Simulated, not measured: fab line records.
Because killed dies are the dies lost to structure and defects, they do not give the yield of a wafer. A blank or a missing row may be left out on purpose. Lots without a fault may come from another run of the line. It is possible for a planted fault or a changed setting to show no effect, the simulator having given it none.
Matching of chambers + flow berkeley_cmos170 + 4 sister chambers for UCB170_ZERO_ETCH_06 on rie_diel-03
The step etches SiO2 in CHF3/CF4/Ar, time 12 s. 14 wafers are shown with their chamber, then 7 later ones without.

WAFERS, EACH WITH ITS CHAMBER
| wafer  | chamber | drypump_motor_current_A (A) | throttle_valve_pct (%) | oes_product_au (a.u.) |
|--------|---------|-----------------------------|------------------------|-----------------------|
| L621.1 | 1       | 5.4                         | 9.36                   | 0.625                 |
| L621.2 | 2       | 6.2                         | 9.08                   | 0.624                 |
| L621.5 | 1       | 5.4                         | 9.36                   | 0.640                 |
| L627.3 | 3       | 5.5                         | 9.02                   | 0.618                 |
| L627.4 | 3       | 5.6                         | 9.03                   | 0.617                 |
| L627.5 | 2       | 6.2                         | 9.06                   | 0.617                 |
| L631.1 | 2       | 6.2                         | 9.07                   | 0.625                 |
| L631.3 | 0       | 5.8                         | 9.14                   | 0.619                 |
| L631.6 | 3       | 5.6                         | 9.03                   | 0.617                 |
| L632.1 | 0       | 5.8                         | 9.15                   | 0.616                 |
| L632.4 | 3       | 5.6                         | 9.01                   | 0.614                 |
| L632.5 | 2       | 6.2                         | 9.08                   | 0.625                 |
| L635.2 | 1       | 5.4                         | 9.36                   | 0.637                 |
| L635.3 | 0       | 5.8                         | 9.16                   | 0.614                 |

SIGNATURES, as means of the wafers listed above
| reading                 | chamber 0 | chamber 1 | chamber 2 | chamber 3 | scatter within a chamber |
|-------------------------|-----------|-----------|-----------|-----------|--------------------------|
| drypump_motor_current_A | 5.800     | 5.400     | 6.200     | 5.575     | 0.0274                   |
| throttle_valve_pct      | 9.1500    | 9.3600    | 9.0725    | 9.0225    | 0.00866                  |
| oes_product_au          | 0.61633   | 0.63400   | 0.62275   | 0.61650   | 0.00439                  |
Rule: a wafer's distance from a chamber is the root of the sum, over the readings, of the square of ((its reading less the chamber's mean) divided by the reading's scatter). The wafer belongs to the nearest chamber; if the next one is less than 2 further off, it can't be placed. The scatter is the square root of a quotient: the sum, over the shown wafers, of each reading's squared deviation from its chamber's mean, divided by wafers minus chambers.

WAFERS MISSING THEIR CHAMBER
| wafer  | drypump_motor_current_A (A) | throttle_valve_pct (%) | oes_product_au (a.u.) |
|--------|-----------------------------|------------------------|-----------------------|
| L635.5 | 6.2                         | 9.08                   | 0.619                 |
| L638.2 | 5.6                         | 9.03                   | 0.623                 |
| L638.3 | 6.2                         | 9.08                   | 0.626                 |
| L638.6 | 5.6                         | 9.03                   | 0.612                 |
| L639.1 | 5.4                         | 9.35                   | 0.635                 |
| L639.2 | 5.6                         | 9.00                   | 0.618                 |
| L639.6 | 6.2                         | 9.08                   | 0.622                 |

WHICH CHAMBER EACH WENT THROUGH
| wafer  | from the rows above | in truth |
|--------|---------------------|----------|
| L635.5 | 2                   | 2        |
| L638.2 | 3                   | 3        |
| L638.3 | 2                   | 2        |
| L638.6 | 3                   | 3        |
| L639.1 | 1                   | 1        |
| L639.2 | 3                   | 3        |
| L639.6 | 2                   | 2        |
Correct placement for 7 of the 7. Number that these rows cannot place: 0. Wrongly placed: 0.
